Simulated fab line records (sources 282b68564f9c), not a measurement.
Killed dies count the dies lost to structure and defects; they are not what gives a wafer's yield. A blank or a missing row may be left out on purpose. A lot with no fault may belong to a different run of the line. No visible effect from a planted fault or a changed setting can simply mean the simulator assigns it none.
The tool behind it: which one?    flow ritCmos    Sampling: 14 lots, 42 wafers, 2 of 202 route steps

== WHAT THE GAUGES READ, wafer by wafer ==
RIT_ACTIVE_THK_MEAS_02.
lot   measured     on            ACTIVE_OXIDE_THK (nm)
L668  day 1 17:40  filmMetro-04  48.1 47.8 47.7
L670  day 2 03:59  filmMetro-04  48.8 48.6 48.5
L671  day 2 08:28  filmMetro-03  47.2 47.0 47.2
L672  day 2 13:12  filmMetro-04  47.9 47.7 47.7
L673  day 2 18:03  filmMetro-02  58.2 58.7 59.2
L674  day 2 23:04  filmMetro-02  59.8 59.6 60.3
L676  day 3 11:35  filmMetro-04  46.7 46.1 45.8
L684  day 5 01:24  filmMetro-02  45.8 46.0 45.5
L685  day 5 06:23  filmMetro-03  47.4 46.3 47.2
L686  day 5 11:41  filmMetro-02  48.1 47.9 48.1
L687  day 5 16:08  filmMetro-04  47.2 46.8 46.5
L688  day 5 22:32  filmMetro-04  45.8 44.5 45.7
L689  day 6 03:18  filmMetro-03  45.7 45.3 44.9
L690  day 6 07:03  filmMetro-04  46.7 47.0 47.0

== WHAT TOOL EACH LOT RAN ON (gives the tool, then ch and the chambers of the sampled wafers, and finally the start) ==
lot   RIT_ACTIVE_OXIDATION_01
L668  furnace-03 ch 0, day 1 15:43
L670  furnace-04 ch 0, day 2 02:02
L671  furnace-04 ch 0, day 2 06:31
L672  furnace-04 ch 0, day 2 11:16
L673  furnace-04 ch 0, day 2 16:07
L674  furnace-04 ch 0, day 2 21:07
L676  furnace-03 ch 0, day 3 09:39
L684  furnace-03 ch 0, day 4 23:28
L685  furnace-03 ch 0, day 5 04:27
L686  furnace-04 ch 0, day 5 09:44
L687  furnace-03 ch 0, day 5 14:12
L688  furnace-03 ch 0, day 5 20:37
L689  furnace-03 ch 0, day 6 01:22
L690  furnace-01 ch 0, day 6 05:07
- RIT_ACTIVE_OXIDATION_01: target thk 46.8 nm, ox time 3360 s.

== AS READ BY THE TOOLS THEMSELVES (means over the sampled wafers that have a number; for cases with no such wafer, the mark the record gives instead) ==
RIT_ACTIVE_OXIDATION_01.
lot   tool        spikeTcCentreC (C)  spikeTcLoadC (C)  spikeTcSourceC (C)  tubeCenterTempC (C)  tube_center_temp_C_max  zonePowerCentrePct (%)  zonePowerLoadPct (%)
L668  furnace-03  1000.2              1032.1            1020.3              1000                 1002.2                  47                      33.9
L670  furnace-04  1003.6              1026.8            1022.6              1000                 1002.6                  38                      33.7
L671  furnace-04  1004.5              1027.3            1022.2              1000                 1002.7                  38                      33.8
L672  furnace-04  1004.3              1027.0            1022.6              1000                 1002.3                  38                      33.7
L673  furnace-04  1029.3              1053.1            1048.0              1025                 1027.4                  40                      36.0
L674  furnace-04  1029.0              1052.5            1047.7              1025                 1027.5                  39                      36.1
L676  furnace-03  999.9               1031.1            1020.3              1000                 1002.2                  47                      34.0
L684  furnace-03  1000.1              1030.7            1020.6              1000                 1002.8                  47                      34.4
L685  furnace-03  1000.9              1031.4            1022.4              1000                 1002.4                  47                      34.0
L686  furnace-04  1003.6              1025.7            1022.4              1000                 1002.5                  38                      33.9
L687  furnace-03  999.2               1030.9            1020.3              1000                 1002.4                  47                      33.9
L688  furnace-03  1000.0              1032.2            1020.6              1000                 1002.4                  47                      34.1
L689  furnace-03  999.7               1031.6            1020.4              1000                 1002.4                  46                      34.2
L690  furnace-01  1002.6              1026.6            1023.7              1000                 1002.6                  52                      32.7

== THE ANSWER, worked out from the rows above alone ==
Rule: the usual values come from the lots themselves. Put in order of their means at a reading, lots are off if they are a third of the lots or fewer, leave a main group of 4 or more, and stand apart from it by a gap of 3 or more times the standard deviation of the main group's means; of several such gaps the widest counts. If all means in a main group match to the digits the tables above print for the reading, that group is not used. Also off: a lot with no number at a reading for which 4 or more lots have one. Any other lot the step has rows for is counted as sound. The gauges are gone through in route order, then the tools' own readings, and for those a lot's mean is taken as printed above. The first step at which some lot is off is used, and at that step the reading that is off furthest; a lot without a number counts as furthest.
Off: L673, L674, seen at RIT_ACTIVE_THK_MEAS_02 (ACTIVE_OXIDE_THK). Main group: mean 46.9 nm, sd 1.
If a tool, at a process step before that reading, ran all the lots that are off and no sound lot after the first of them, it fits. Not tried: the gauges at RIT_ACTIVE_THK_MEAS_02; whatever is off there is also off at RIT_ACTIVE_OXIDATION_01, on other tools, and gauge error can't account for it. None of those tried fits.

== WHAT WAS PUT IN BY THE SIMULATOR ==
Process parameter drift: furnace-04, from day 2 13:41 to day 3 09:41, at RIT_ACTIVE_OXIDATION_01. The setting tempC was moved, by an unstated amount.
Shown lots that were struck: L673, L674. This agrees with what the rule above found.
